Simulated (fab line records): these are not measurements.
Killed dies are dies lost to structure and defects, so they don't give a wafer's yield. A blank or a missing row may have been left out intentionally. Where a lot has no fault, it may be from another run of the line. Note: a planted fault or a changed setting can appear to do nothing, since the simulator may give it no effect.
Split-lot study | flow berkeley cmos170 | 27 wafers read across 5 lots, on a route 331 steps long

ABOUT THE SPLIT
At UCB170_FIELD_WET_ETCH_05 (etches Si3N4 in H3PO4, time 12600 s), the setting time s was moved away from the recipe's 12600 s on 24 of the 27 wafers read, by -53.9% to +58.1%. For the rest of the wafers, this setting stayed at what the recipe calls for.

FROM THE SPLIT TO THE READING: what the file shows between them, 5 steps
- UCB170_FIELD_WET_ETCH_06: etches SiO2 in BOE, time 22 s
- UCB170_FIELD_THK_MEAS_90
- UCB170_SACOX_CLEAN_00: cleans in dHF, time 7.5 s
- UCB170_SACOX_OXIDATION_01: target thk 14.4 nm, ox time 2400 s
- UCB170_GATE_WET_ETCH_00: etches SiO2 in dHF, time 200 s

THE READING
FIELD_OXIDE_LEFT_2_THK, in nm, at UCB170_FIELD_THK_MEAS_91. Typical for fault-free wafers on this fab line: 343 nm, with standard deviation 7.2 nm.

wafer  | tool, chamber at the split | time s as run, s | against the recipe | FIELD_OXIDE_LEFT_2_THK, nm | against lot-mates on the recipe
L074.1 | -, -                       | 8279             | -34.3%             | 353                        | no lot-mate on the recipe
L074.2 | -, -                       | 8279             | -34.3%             | 354                        | no lot-mate on the recipe
L074.3 | -, -                       | 8279             | -34.3%             | 351                        | no lot-mate on the recipe
L074.4 | -, -                       | 8279             | -34.3%             | 347                        | no lot-mate on the recipe
L074.5 | -, -                       | 8279             | -34.3%             | 355                        | no lot-mate on the recipe
L074.6 | -, -                       | 8279             | -34.3%             | 346                        | no lot-mate on the recipe
L081.1 | -, -                       | 5809             | -53.9%             | 353                        | no lot-mate on the recipe
L081.2 | -, -                       | 5809             | -53.9%             | 364                        | no lot-mate on the recipe
L081.3 | -, -                       | 5809             | -53.9%             | 370                        | no lot-mate on the recipe
L081.4 | -, -                       | 5809             | -53.9%             | 365                        | no lot-mate on the recipe
L081.5 | -, -                       | 5809             | -53.9%             | 352                        | no lot-mate on the recipe
L081.6 | -, -                       | 5809             | -53.9%             | 360                        | no lot-mate on the recipe
L080.1 | -, -                       | 15390            | +22.1%             | 321                        | no lot-mate on the recipe
L080.2 | -, -                       | 15390            | +22.1%             | 326                        | no lot-mate on the recipe
L080.3 | -, -                       | 15390            | +22.1%             | 330                        | no lot-mate on the recipe
L080.4 | -, -                       | 15390            | +22.1%             | 329                        | no lot-mate on the recipe
L080.5 | -, -                       | 15390            | +22.1%             | 332                        | no lot-mate on the recipe
L080.6 | -, -                       | 15390            | +22.1%             | 343                        | no lot-mate on the recipe
L084.1 | -, -                       | 19920            | +58.1%             | 324                        | no lot-mate on the recipe
L084.2 | -, -                       | 19920            | +58.1%             | 314                        | no lot-mate on the recipe
L084.3 | -, -                       | 19920            | +58.1%             | 321                        | no lot-mate on the recipe
L084.4 | -, -                       | 19920            | +58.1%             | 314                        | no lot-mate on the recipe
L084.5 | -, -                       | 19920            | +58.1%             | 313                        | no lot-mate on the recipe
L084.6 | -, -                       | 19920            | +58.1%             | 316                        | no lot-mate on the recipe
L085.2 | wet bench-01, 1            | 12600            | recipe             | 339                        | -
L085.3 | wet bench-01, 1            | 12600            | recipe             | 344                        | -
L085.4 | wet bench-01, 1            | 12600            | recipe             | 336                        | -

THE FIT
A straight line over all 27 wafers: FIELD_OXIDE_LEFT_2_THK changes by -0.384 nm for each +1% of time s; r = -0.95; the points scatter about the line by 5.4 nm.
Too few moved wafers with a lot-mate on the recipe to fit a line net of each lot's own level.

THE WHOLE CHAIN: every reading that the file lists as answering this split, in the file's order
step                     | what it does                        | reading                                                                            | change (the file's fit)              | r (the file's)
UCB170_FIELD_WET_ETCH_05 | etches Si3N4 in H3PO4, time 12600 s | SiO2_of_FIELD_OXIDATION_01.thk nm (the simulator's own value, which no gauge read) | -0.38 nm for each +1% of the setting | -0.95
UCB170_FIELD_THK_MEAS_90 |                                     | FIELD_OXIDE_LEFT_1_THK                                                             | -0.38 for each +1% of the setting    | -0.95
UCB170_FIELD_THK_MEAS_91 |                                     | FIELD_OXIDE_LEFT_2_THK                                                             | -0.384 for each +1% of the setting   | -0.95
UCB170_M3_PROBE_99       |                                     | etest.nldd.line ohm um (the simulator's own value, which no gauge read)            | -1.61 for each +1% of the setting    | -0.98

THE FILE'S OWN FIT
FIELD_OXIDE_LEFT_2_THK changes by -0.384 nm for each +1% of time s, r = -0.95.
